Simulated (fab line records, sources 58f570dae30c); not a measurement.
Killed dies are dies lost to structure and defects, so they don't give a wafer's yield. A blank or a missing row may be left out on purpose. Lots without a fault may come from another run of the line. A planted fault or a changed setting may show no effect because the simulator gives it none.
Chamber matching | flow berkeley_cmos170 | UCB170_ZERO_ETCH_06 on rie_diel-01: 4 sister chambers
The step etches SiO2 in CHF3/CF4/Ar, time 12 s. 7 wafers are shown with their chamber, then 10 later ones without.

WAFERS WITH THEIR CHAMBER
wafer  | chamber | throttle_valve_pct (%) | drypump_motor_current_A (A)
L574.5 | 0       | 9.55                   | 4.9
L578.4 | 2       | 9.41                   | 5.9
L580.2 | 2       | 9.43                   | 5.9
L580.3 | 1       | 9.18                   | 5.2
L580.6 | 3       | 9.52                   | 5.7
L584.1 | 1       | 9.16                   | 5.1
L584.3 | 3       | 9.53                   | 5.8

WAFERS WITHOUT THEIR CHAMBER
wafer  | throttle_valve_pct (%) | drypump_motor_current_A (A)
L584.6 | 9.55                   | 4.9
L587.1 | 9.42                   | 5.9
L587.2 | 9.54                   | 4.9
L587.3 | 9.16                   | 5.1
L589.1 | 9.53                   | 5.8
L589.2 | 9.53                   | 4.9
L589.3 | 9.16                   | 5.2
L592.2 | 9.41                   | 5.9
L592.4 | 9.18                   | 5.1
L592.5 | 9.42                   | 5.9

WHICH CHAMBER EACH WENT THROUGH
wafer  | from the rows above | in truth
L584.6 | 0                   | 0
L587.1 | 2                   | 2
L587.2 | 0                   | 0
L587.3 | 1                   | 1
L589.1 | 3                   | 3
L589.2 | 0                   | 0
L589.3 | 1                   | 1
L592.2 | 2                   | 2
L592.4 | 1                   | 1
L592.5 | 2                   | 2
Placed correctly: 10 of 10. Can't be placed from these rows: 0. Placed wrongly: 0.
How it was worked out, from the rows above alone: a wafer's distance from a chamber is the root of the sum, over the readings, of the square of ((its reading less the chamber's mean) divided by the reading's scatter). The wafer belongs to the nearest chamber; if the next one is less than 2 further off, it can't be placed. A chamber's mean is the mean of its shown wafers. The scatter: the root of (the sum of the squares of (reading less its chamber's mean) over the shown wafers, divided by (wafers less chambers)).
